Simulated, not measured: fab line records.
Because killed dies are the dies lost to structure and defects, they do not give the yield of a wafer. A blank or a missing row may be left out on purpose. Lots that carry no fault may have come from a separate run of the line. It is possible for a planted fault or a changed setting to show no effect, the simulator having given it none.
One fault seen from 2 desks + flow berkeleyCmos170 + each desk has only its own numbers; what lay behind them comes last

AT THE METROLOGY DESK
What the gauges read, lot by lot, whatever tool the lot ran on: means of the sampled wafers that have a number. Any lot whose mean is over 4 standard deviations away from the usual mean is out of limits and marked OUT; that distance is given in the brackets.
Columns: A = M1_OVL at UCB170_M1_OVL_MEAS_10, usual -4 nm; B = cdNm at UCB170_V1_CD_MEAS_90, usual 700.3 nm
| lot  | first seen here | A   | B     |
|------|-----------------|-----|-------|
| L789 | day 7 23:22     | -2  | 699.9 |
| L795 | day 9 04:48     | -9  | 702.6 |
| L794 | day 9 05:22     | -2  | 699.8 |
| L796 | day 9 10:03     | -6  | 701.0 |
| L798 | day 10 06:49    | -2  | 698.9 |
| L799 | day 10 08:10    | -4  | 700.0 |
| L800 | day 10 16:19    | -2  | 701.4 |
| L802 | day 10 18:07    | 1   | 701.3 |
| L805 | day 11 05:06    | -12 | 700.2 |
| L803 | day 11 08:53    | -9  | 698.0 |
| L804 | day 11 09:42    | -8  | 699.8 |
| L806 | day 11 14:13    | -2  | 701.1 |
| L811 | day 12 17:05    | -4  | 699.0 |
This desk found nothing out of limits on any of the 13 lots.

THE TOOL OWNER'S DESK: wetBench-03
The tool's own readings at UCB170_SCREENOX_WET_ETCH_00 (etches SiO2 in dHF, time 200 s): means of the sampled wafers that have a number, for each lot that ran on this tool. Any lot whose mean is over 4 standard deviations away from the usual mean is out of limits and marked OUT; that distance is given in the brackets.
Columns: A = tempC at UCB170_SCREENOX_WET_ETCH_00, usual 25.02 C
| lot  | first seen here | A     |
|------|-----------------|-------|
| L796 | day 7 06:27     | 24.99 |
| L798 | day 7 21:48     | 25.02 |
| L799 | day 7 21:48     | 24.93 |
| L800 | day 8 05:05     | 24.98 |
| L802 | day 8 05:05     | 25.02 |
| L804 | day 8 21:34     | 24.99 |
| L805 | day 8 21:34     | 25.12 |
| L803 | day 8 21:38     | 25.11 |
| L806 | day 9 15:10     | 25.14 |
| L811 | day 10 13:12    | 25.00 |
This desk found nothing out of limits on any of the 10 lots.

BROUGHT TOGETHER
The metrology desk saw nothing out of limits.
Nothing out of limits was seen by the tool owner's desk.

WHAT HAD BEEN PUT IN BY THE SIMULATOR
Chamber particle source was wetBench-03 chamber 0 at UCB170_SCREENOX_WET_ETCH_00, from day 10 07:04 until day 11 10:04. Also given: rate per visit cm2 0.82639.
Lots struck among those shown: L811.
